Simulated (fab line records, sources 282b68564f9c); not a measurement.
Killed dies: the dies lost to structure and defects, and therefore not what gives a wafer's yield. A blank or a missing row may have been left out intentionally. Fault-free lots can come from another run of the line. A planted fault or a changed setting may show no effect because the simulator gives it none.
Lot-split experiment | flow rit_cmos | 23 wafers read from 5 lots, route of 202 steps

THE SPLIT ITSELF
At RIT_PWELL_IMPLANT_08, the setting energy_kev was moved away from the recipe's 170 on 8 of the 23 wafers read, by -5.5% to -3.1%. This setting was run at the recipe's value on the other wafers.

The split's own step is where the reading is taken.

THE READING
In nm, at RIT_PWELL_IMPLANT_08: implant.drp_nm, which is the simulator's own figure and was read by no gauge. No usual value for it is given in the file.

wafer  | tool, chamber at the split | energy_kev as run | against the recipe | implant.drp_nm, nm | against lot-mates on the recipe
L076.1 | implanter-01, 0            | 170               | recipe             | 102.9              | -
L076.3 | implanter-01, 0            | 170               | recipe             | 102.9              | -
L076.6 | implanter-01, 0            | 170               | recipe             | 102.9              | -
L076.2 | implanter-01, 0            | 160.6             | -5.5%              | 100.8              | -2.1
L076.4 | implanter-01, 0            | 160.6             | -5.5%              | 100.8              | -2.1
L077.1 | implanter-02, 0            | 170               | recipe             | 102.9              | -
L077.6 | implanter-02, 0            | 170               | recipe             | 102.9              | -
L077.2 | implanter-02, 0            | 164.8             | -3.1%              | 101.8              | -1.1
L077.3 | implanter-02, 0            | 164.8             | -3.1%              | 101.8              | -1.1
L077.4 | implanter-02, 0            | 164.8             | -3.1%              | 101.8              | -1.1
L078.1 | implanter-02, 0            | 170               | recipe             | 102.9              | -
L078.5 | implanter-02, 0            | 170               | recipe             | 102.9              | -
L078.2 | implanter-02, 0            | 163.6             | -3.8%              | 101.5              | -1.4
L078.3 | implanter-02, 0            | 163.6             | -3.8%              | 101.5              | -1.4
L078.6 | implanter-02, 0            | 163.6             | -3.8%              | 101.5              | -1.4
L082.2 | implanter-02, 0            | 170               | recipe             | 102.9              | -
L082.3 | implanter-02, 0            | 170               | recipe             | 102.9              | -
L082.4 | implanter-02, 0            | 170               | recipe             | 102.9              | -
L082.5 | implanter-02, 0            | 170               | recipe             | 102.9              | -
L082.6 | implanter-02, 0            | 170               | recipe             | 102.9              | -
L084.1 | implanter-03, 0            | 170               | recipe             | 102.9              | -
L084.2 | implanter-03, 0            | 170               | recipe             | 102.9              | -
L084.5 | implanter-03, 0            | 170               | recipe             | 102.9              | -

FIT RESULTS
A straight line over all 23 wafers: implant.drp_nm changes by +0.374 nm for each +1% of energy_kev; r = +1.00; the points scatter about the line by 0.019 nm.
The same after taking each lot's own level away (the mean of its wafers on the recipe; 23 wafers): +0.374 nm for each +1%; r = +1.00; scatter 0.019 nm.
On that fit, the largest move of energy_kev shifts the reading by 2.1 nm.
The lots' own levels span 102.90 to 102.90 nm.
So the lot-to-lot level changes the slope little: the two slopes agree.
Check: -2.05 nm against its lot-mates is what the line predicts for one of the wafers moved furthest among these (-5.5%) when that wafer is left out of the fit. It came out at -2.1 nm against them.

FURTHER SPLITS ON THESE WAFERS
These wafers also went through other splits before the reading. Each is held against what the fit with the lots' levels taken away leaves over:
other split on the same wafers      | wafers away from the commonest value | r with implant.drp_nm (lot level and that fit taken away)
RIT_ACTIVE_CVD_03 sih2cl2_flow_sccm | 15                                   | +0.17
RIT_FOX2_OXIDATION_00 temp_c        | 15                                   | -0.50
RIT_FOX2_WET_ETCH_03 time_s         | 18                                   | -0.57
RIT_NWELL_IMPLANT_08 energy_kev     | 8                                    | -0.11

THE WHOLE CHAIN: every reading that the file lists as answering this split, in the file's order
step                 | what it does | reading                                                         | change (the file's fit)               | r (the file's)
RIT_PWELL_IMPLANT_08 |              | implant.rp_nm (the simulator's own value, which no gauge read)  | +3.61 nm for each +1% of the setting  | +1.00
RIT_PWELL_IMPLANT_08 |              | implant.drp_nm (the simulator's own value, which no gauge read) | +0.376 nm for each +1% of the setting | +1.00

FILE'S OWN FIT
implant.drp_nm changes by +0.376 nm for each +1% of energy_kev, r = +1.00.
